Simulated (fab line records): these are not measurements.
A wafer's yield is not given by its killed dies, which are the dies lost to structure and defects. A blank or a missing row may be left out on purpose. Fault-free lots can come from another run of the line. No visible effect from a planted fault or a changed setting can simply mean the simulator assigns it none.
Shared-tool check    flow berkeley-cmos170    48 wafers sampled across 14 lots

## THE REASON FOR OPENING IT
UCB170_GATE_THK_MEAS_05, reading GATE_POLY_THK: flagged on 2 of 14 lots. No-fault wafers: 214.5 nm, standard deviation 2.4.
Rule: a lot is flagged when every wafer of it that has a number lies more than 4 standard deviations from that mean, or none has a number. All remaining lots are regarded as sound.

lot   measured      on             GATE_POLY_THK (nm), wafer by wafer   flag
L117  day 7 17:18   film-metro-03  216.7 216.1 214.6                    
L116  day 7 17:19   film-metro-01  214.3 214.3 216.2                    
L118  day 8 05:48   film-metro-04  213.0 212.8 214.0                    
L120  day 8 05:49   film-metro-01  213.7 214.9 214.5                    
L121  day 8 05:49   film-metro-03  213.6 212.8 212.3                    
L123  day 8 17:08   film-metro-03  213.4 213.2 211.2                    
L122  day 8 17:09   film-metro-04  214.7 213.4 212.0                    
L124  day 9 06:56   film-metro-04  213.2 212.1 213.8                    
L125  day 9 10:16   film-metro-03  160.5 160.7 161.2 160.5 160.7 161.0  FLAGGED
L126  day 9 10:16   film-metro-01  157.6 157.5 157.5 157.6 157.6 157.5  FLAGGED
L127  day 9 23:43   film-metro-03  211.9 209.5 211.1                    
L137  day 12 01:50  film-metro-01  212.5 212.5 213.2                    
L138  day 12 01:52  film-metro-03  216.9 217.1 217.4                    
L139  day 12 13:56  film-metro-01  212.1 211.8 213.5                    
On average the flagged lots' numbers are 159.2 nm, which is -55.3 nm against the usual, or -23 standard deviations.

## TOOL THAT RAN EACH LOT
The record keeps 1 process step preceding the reading, out of 331 steps on the route. In each cell: the tool, then ch and the chambers that the sampled wafers went through, then the start.
lot   flag     UCB170_GATE_CVD_04
L117           lpcvd-01 ch 1, day 7 15:53
L116           lpcvd-01 ch 0, day 7 15:53
L118           lpcvd-02 ch 0, day 8 04:24
L120           lpcvd-02 ch 0, day 8 04:24
L121           lpcvd-02 ch 0, day 8 04:24
L123           lpcvd-02 ch 1, day 8 15:44
L122           lpcvd-02 ch 0, day 8 15:44
L124           lpcvd-01 ch 0, day 9 05:32
L125  FLAGGED  lpcvd-02 ch 1, day 9 08:51
L126  FLAGGED  lpcvd-02 ch 0, day 9 08:51
L127           lpcvd-01 ch 1, day 9 22:19
L137           lpcvd-02 ch 1, day 12 00:26
L138           lpcvd-02 ch 1, day 12 00:26
L139           lpcvd-01 ch 1, day 12 12:31
What the steps here do:
- UCB170_GATE_CVD_04: deposits poly-Si from SiH4, time 1440 s, target thk 214 nm.
- UCB170_GATE_THK_MEAS_05

## FLAGGED AGAINST TOTAL, ONE TOOL AT A TIME (gauges that did the reading follow at the end)
step                     tool           lots run  flagged  share of the flagged lots  sound lots run after its first flagged lot
UCB170_GATE_CVD_04       lpcvd-01       5         0        none                       -
UCB170_GATE_CVD_04       lpcvd-02       9         2        all                        2 (L137,L138)
UCB170_GATE_THK_MEAS_05  film-metro-01  5         1        some                       2 (L137,L139)
UCB170_GATE_THK_MEAS_05  film-metro-03  6         1        some                       2 (L127,L138)
UCB170_GATE_THK_MEAS_05  film-metro-04  3         0        none                       -

## WHAT IS ALLOWED BY THE TABLE
In the table, 1 row covers all flagged lots: lpcvd-02 at UCB170_GATE_CVD_04.
- lpcvd-02 at UCB170_GATE_CVD_04: 2 of its 9 lots flagged. Lots that were sound ran on it after the first flagged one (L137, L138); a persistent fault on the entire tool would not allow that. Its own readings lie more than 4 standard deviations out on every wafer of the flagged lots: spike-tc-centre-C, spike-tc-load-C, susceptor-temp-C.
Every row of the table either missed a flagged lot or ran a sound lot after the first.

## WHAT WAS PUT IN BY THE SIMULATOR
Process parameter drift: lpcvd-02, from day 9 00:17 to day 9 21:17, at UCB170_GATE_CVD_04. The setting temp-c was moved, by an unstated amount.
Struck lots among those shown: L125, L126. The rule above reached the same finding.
